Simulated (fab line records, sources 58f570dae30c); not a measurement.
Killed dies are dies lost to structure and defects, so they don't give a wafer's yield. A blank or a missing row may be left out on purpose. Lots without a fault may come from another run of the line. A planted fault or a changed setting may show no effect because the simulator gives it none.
Chamber matching | flow berkeley_cmos170 | UCB170_V1_CMP_02 on cmp-02: 4 sister chambers
The step polishes SiO2. 14 wafers are shown with their chamber, then 7 later ones without.

WAFERS WITH THEIR CHAMBER
wafer  | chamber | motor_current_A (A) | head_pressure_psi (psi) | retaining_ring_pressure_frac
L355.2 | 0       | 14.2                | 5.965                   | 1.003
L355.5 | 2       | 16.4                | 6.008                   | 1.000
L355.6 | 3       | 17.7                | 5.979                   | 1.007
L357.1 | 1       | 16.3                | 5.984                   | 1.001
L357.2 | 0       | 14.2                | 5.988                   | 0.990
L357.5 | 0       | 13.9                | 6.004                   | 0.997
L359.3 | 0       | 14.1                | 6.000                   | 1.014
L359.4 | 3       | 17.2                | 6.002                   | 0.997
L359.6 | 2       | 15.5                | 5.991                   | 1.008
L367.2 | 2       | 16.0                | 6.007                   | 1.002
L367.3 | 3       | 17.3                | 6.005                   | 0.999
L367.6 | 3       | 16.9                | 6.009                   | 1.002
L374.3 | 3       | 18.4                | 6.006                   | 1.003
L374.4 | 0       | 13.8                | 5.995                   | 0.997

SIGNATURES (means of the wafers above)
reading                      | chamber 0 | chamber 1 | chamber 2 | chamber 3 | scatter within a chamber
motor_current_A              | 14.040    | 16.300    | 15.967    | 17.500    | 0.433
head_pressure_psi            | 5.99040   | 5.98400   | 6.00200   | 6.00020   | 0.0131
retaining_ring_pressure_frac | 1.00020   | 1.00100   | 1.00333   | 1.00160   | 0.00645
Rule: a wafer's distance from a chamber is the root of the sum, over the readings, of the square of ((its reading less the chamber's mean) divided by the reading's scatter). The wafer belongs to the nearest chamber; if the next one is less than 2 further off, it can't be placed. The scatter: the root of (the sum of the squares of (reading less its chamber's mean) over the shown wafers, divided by (wafers less chambers)).

WAFERS WITHOUT THEIR CHAMBER
wafer  | motor_current_A (A) | head_pressure_psi (psi) | retaining_ring_pressure_frac
L374.6 | 15.0                | 5.995                   | 1.000
L376.3 | 16.1                | 6.005                   | 0.994
L376.4 | 16.0                | 5.985                   | 1.005
L376.6 | 17.5                | 6.014                   | 1.001
L378.2 | 14.3                | 6.010                   | 0.996
L378.3 | 16.0                | 5.979                   | 1.006
L378.4 | 16.2                | 5.993                   | 1.007

WHICH CHAMBER EACH WENT THROUGH
wafer  | from the rows above          | in truth
L374.6 | can't be placed: 0 or 2 or 1 | 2
L376.3 | can't be placed: 2 or 1 or 3 | 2
L376.4 | can't be placed: 1 or 2      | 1
L376.6 | 3                            | 3
L378.2 | 0                            | 0
L378.3 | can't be placed: 1 or 2      | 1
L378.4 | can't be placed: 2 or 1      | 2
Placed correctly: 2 of 7. Can't be placed from these rows: 5 (the true chamber is among the candidates in 5). Placed wrongly: 0.
